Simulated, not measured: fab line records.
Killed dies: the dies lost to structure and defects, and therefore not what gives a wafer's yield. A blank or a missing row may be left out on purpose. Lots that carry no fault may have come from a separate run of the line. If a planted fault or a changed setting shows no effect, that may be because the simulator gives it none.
2 desks looking at one fault	flow berkeley-cmos170	only its own numbers are on each desk; what lay behind them is given at the end

== AT THE TOOL OWNER'S DESK: litho-track-03 ==
At UCB170_PWELL_SOFTBAKE_09 (time 60 s), the tool's own readings, given per lot that ran on this tool as the mean of the sampled wafers with a number. The brackets show how far a lot's mean lies from the usual mean; more than 4 standard deviations puts the lot out of limits, marked OUT.
Columns: A = chill-plate-temp-C at UCB170_PWELL_SOFTBAKE_09, usual 23.02 C; B = heater-power-total-W at UCB170_PWELL_SOFTBAKE_09, usual 56.80 W; C = run-length-s at UCB170_PWELL_SOFTBAKE_09, usual 89.00 s
lot	first seen here	A	B	C
L574	day 3 11:51	23.00	56.83	88.76
L575	day 4 00:41	23.02	56.84	88.88
L581	day 5 02:56	22.97	56.87	88.85
L587	day 5 19:35	23.00	56.82	88.81
L584	day 5 20:01	22.91	60.51 (+82) OUT	76.62 (-73) OUT
L591	day 7 01:19	23.07	60.48 (+82) OUT	76.66 (-73) OUT
This desk's finding: out of limits on L584, L591; first on L584, day 5 20:01 (heater-power-total-W at UCB170_PWELL_SOFTBAKE_09). L574, L575, L581, L587 stayed within limits.

== THE METROLOGY DESK ==
Lot by lot, what the gauges showed, no matter which tool ran the lot: averages of those sampled wafers that carry a number. The brackets show how far a lot's mean lies from the usual mean; more than 4 standard deviations puts the lot out of limits, marked OUT.
Columns: A = cd-nm at UCB170_NSD_CD_MEAS_06, usual 1199.9 nm; B = NSD_OVL at UCB170_NSD_OVL_MEAS_07, usual -3 nm
lot	first seen here	A	B
L574	day 7 12:31	1199.8	6
L575	day 8 10:32	1200.3	-15
L578	day 8 10:56	1198.5	0
L576	day 8 11:20	1200.2	-5
L577	day 8 12:02	1200.9	-1
L580	day 8 14:35	1201.1	-4
L582	day 9 13:26	1197.4	-1
L581	day 9 13:32	1198.8	7
L584	day 10 00:17	1202.4	-5
L585	day 10 00:32	1198.0	-0
L587	day 10 00:49	1199.3	-5
L592	day 11 04:55	1199.0	-7
L591	day 11 05:04	1199.9	-1
L594	day 11 17:06	1199.5	-13
Result from this desk: across the 14 lots, nothing is out of limits.

== ALL TOGETHER ==
On L584, L591, at day 5 20:01, an alarm was possible from the tool owner's desk.
Nothing out of limits was seen by the metrology desk.
The metrology desk has L584, L591 on record, within its limits.
UCB170_PWELL_SOFTBAKE_09 was run on litho-track-03 by each of the lots named.

== WHAT HAD BEEN PUT IN BY THE SIMULATOR ==
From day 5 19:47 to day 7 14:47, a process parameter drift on litho-track-03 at UCB170_PWELL_SOFTBAKE_09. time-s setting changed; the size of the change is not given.
Struck lots among those shown: L584, L591.
Time in hours from fault onset to the first out-of-limits reading at each desk: the tool owner's desk, 0.
